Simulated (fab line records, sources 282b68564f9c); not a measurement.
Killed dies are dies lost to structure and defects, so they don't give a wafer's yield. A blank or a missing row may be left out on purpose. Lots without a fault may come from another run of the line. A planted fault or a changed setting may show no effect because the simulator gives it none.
Problem report in the 8D (eight disciplines) form, filled by code | flow rit_cmos | the parts of the form that need people (team, actions taken, sign-off) are left out

1. THE PROBLEM
PWELL_TW at RIT_PWELL_TW_MEAS_10 reads a mean of 30 on 9 wafers of 3 lots; wafers without a fault read 958 with a standard deviation of 8.6. That is -99 or more standard deviations from the usual mean.
First seen on wafer L379.4, day 3 10:16, on film_metro-04. The record holds 45 wafers of 15 lots with a number at this step. Rule for "out", or "out of limits": more than 4 standard deviations from the usual mean. The other wafers with a number count as sound.

2. WHAT IT IS AND WHAT IT IS NOT
question                    | is                           | is not
which readings at this step | PWELL_TW                     | -
which lots                  | L379, L380, L381             | L373, L374, L375, L376, L377, L378, L384, L388, L391, L392, L394, L395
which wafers of those lots  | all that have a number       | -
read on which gauges        | film_metro-03, film_metro-04 | film_metro-01
when                        | from day 3 10:16             | up to then (18 sound wafers); but 18 sound wafers of L384, L388, L391, L392, L394, L395 came after

3. SUSPECTS, AND WHAT RULES EACH OUT
Counting: a tool at a process step up to the reading stays a suspect if it ran every lot that is out and no sound lot after the first of them.
- the gauge at RIT_PWELL_TW_MEAS_10: ruled out. The wafers that are out were read on 2 gauges (film_metro-03, film_metro-04).
- plasma_asher-01 at RIT_NWELL_STRIP_09 (strips in O2, time 180 s): ruled out as a lasting fault. Sound lots L388, L391, L395 ran on it after its first lot that is out, L379 (day 3 08:27).
Left after counting: nothing in the record.

4. THE CAUSE (what the simulator had put in)
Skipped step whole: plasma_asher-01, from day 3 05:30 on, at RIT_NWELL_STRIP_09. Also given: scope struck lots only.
Counting ruled it out, wrongly: the rule takes a fault to strike every lot that its tool runs from its start on, and this one did not.

5. THE CHAIN OF EFFECTS, in route order
Each row: a reading whose mean over the struck wafers that have a number lies more than 3 standard deviations from the usual. Only readings for which the record gives a usual standard deviation are gone through. hours: the time from each lot's start at the first step in this table that gives one to its start at this step, as a median over the lots. sigmas: the change in usual standard deviations.
hours | step                 | reading  | usual | on struck wafers | change | sigmas
0     | RIT_PWELL_TW_MEAS_10 | PWELL_TW | 958   | 30               | -928   | -99 or more
Readings that are blank on the struck wafers while sound wafers have them: chamber_pressure_mTorr at RIT_NWELL_STRIP_09; drypump_motor_current_A at RIT_NWELL_STRIP_09.

6. WHAT WOULD HAVE CAUGHT IT SOONER
In this record the first reading out of limits at a measuring or inspecting step was taken at day 3 10:16, 5 hours after the fault began at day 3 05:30.
At RIT_NWELL_STRIP_09 the tool's readings are blank on the struck wafers, where sound wafers have them: an empty tool record is the first sign, and it was there at once.
